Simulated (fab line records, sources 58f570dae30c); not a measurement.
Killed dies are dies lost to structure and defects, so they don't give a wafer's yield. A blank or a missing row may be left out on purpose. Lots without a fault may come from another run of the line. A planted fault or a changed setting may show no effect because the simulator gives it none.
A struck lot beside a sound one | flow berkeley_cmos170 | 15 steps out of a route of 331
Sound: wafers L543.3, L543.5, L543.6. Struck: wafers L546.2, L546.3, L546.5. The cause comes at the end.
At each step with rows: each side's tool, then ch and its chambers, then its first start. Under that, the readings that differ: sound wafers | struck wafers | difference of the means | sigmas: that difference in standard deviations of wafers without a fault.
alike: readings whose means differ by less than 2 such deviations, and words and numbers that are the same on both sides. not compared: withheld readings, readings that some wafer has no value for, bounds like >300 that may hide the same value, and numbers for which the record gives no deviation and whose values overlap.
The two part at a step that has a row with sigmas, a row that says differs or no value, or rows on one side only. Numbers that don't overlap but have no deviation are shown without sigmas and don't part them. A reading that every wafer of one side lacks parts them only if that side has two wafers or more.

UCB170_ACTIVE_THK_MEAS_03:
  sound on film_metro-04, day 7 19:05; struck on film_metro-04, day 8 11:36
  alike: ACTIVE_OXIDE_THK
then, 2 steps without rows for these wafers: UCB170_ACTIVE_ANNEAL_04 (time 900 s); UCB170_ACTIVE_CVD_05 (deposits Si3N4 from SiH2Cl2/NH3, target thk 220 nm, time 3300 s).
UCB170_ACTIVE_THK_MEAS_06:
  sound on film_metro-02, day 8 03:41; struck on film_metro-02, day 8 19:16
  alike: ACTIVE_NITRIDE_THK
then, 6 steps without rows for these wafers: UCB170_ACTIVE_HMDS_07 (prime time 60 s); UCB170_ACTIVE_COAT_08 (resist thk 900 nm); UCB170_ACTIVE_SOFTBAKE_09 (time 60 s); UCB170_ACTIVE_EXPOSE_10 (exposes mask ACTIVE, target cd 1200 nm); UCB170_ACTIVE_PEB_11; UCB170_ACTIVE_DEVELOP_12 (develop time 45 s).
UCB170_ACTIVE_CD_MEAS_13: target cd 1200 nm.
  sound on cd_sem-02, day 8 05:12; struck on cd_sem-01, day 8 20:54
  reading    | sound                | struck               | difference | sigmas
  cd_nm (nm) | 1196.6 1198.0 1197.2 | 1203.3 1202.2 1200.7 | +4.8       | +3
UCB170_ACTIVE_OVL_MEAS_14:
  sound on overlay-02, day 8 05:17; struck on overlay-01, day 8 21:00
  alike: ACTIVE_OVL
UCB170_ACTIVE_ETCH_15: etches Si3N4 in CH3F/Ar/O2, stops on SiO2, target depth 242 nm, time 151 s.
  sound on rie_diel-01 ch 0,1,2, day 8 05:19; struck on rie_diel-02 ch 0,1, day 8 21:02
  reading                                 | sound             | struck            | difference | sigmas
  rf_fwd_power_W (W)                      | 448.6 449.1 445.2 | 373.9 373.3 375.1 | -73.5      | -53
  throttle_valve_pct (%)                  | 8.09 8.26 8.08    | 7.80 7.98 7.80    | -0.28      | -2
  model.KrF_of_ACTIVE_COAT_08.thk_nm (nm) | 734.8 725.5 727.5 | 741.9 739.2 745.2 | +12.8      |
  alike: drypump_motor_current_A, mfc_ar_sccm, oes_product_au
  not compared: rf_hours_counter_h
UCB170_ACTIVE_STRIP_16: strips in O2.
  sound on plasma_asher-03 ch 0,1, day 8 05:27; struck on plasma_asher-03 ch 0,1, day 8 21:08
  reading                      | sound             | struck            | difference | sigmas
  strip_time_to_endpoint_s (s) | 18.33 18.11 18.15 | 18.50 18.45 18.58 | +0.31      | +3
  alike: drypump_motor_current_A, oes_product_au
  not compared: rf_hours_counter_h
UCB170_ACTIVE_CD_MEAS_90: target cd 1200 nm.
  sound on cd_sem-02, day 8 05:34; struck on cd_sem-01, day 8 21:15
  reading    | sound                | struck               | difference | sigmas
  cd_nm (nm) | 1196.1 1197.6 1197.1 | 1203.8 1202.6 1201.6 | +5.7       | +4

WHERE THEY PART
First at UCB170_ACTIVE_CD_MEAS_13; last, within this record, at UCB170_ACTIVE_CD_MEAS_90.

WHY: what the simulator had put in
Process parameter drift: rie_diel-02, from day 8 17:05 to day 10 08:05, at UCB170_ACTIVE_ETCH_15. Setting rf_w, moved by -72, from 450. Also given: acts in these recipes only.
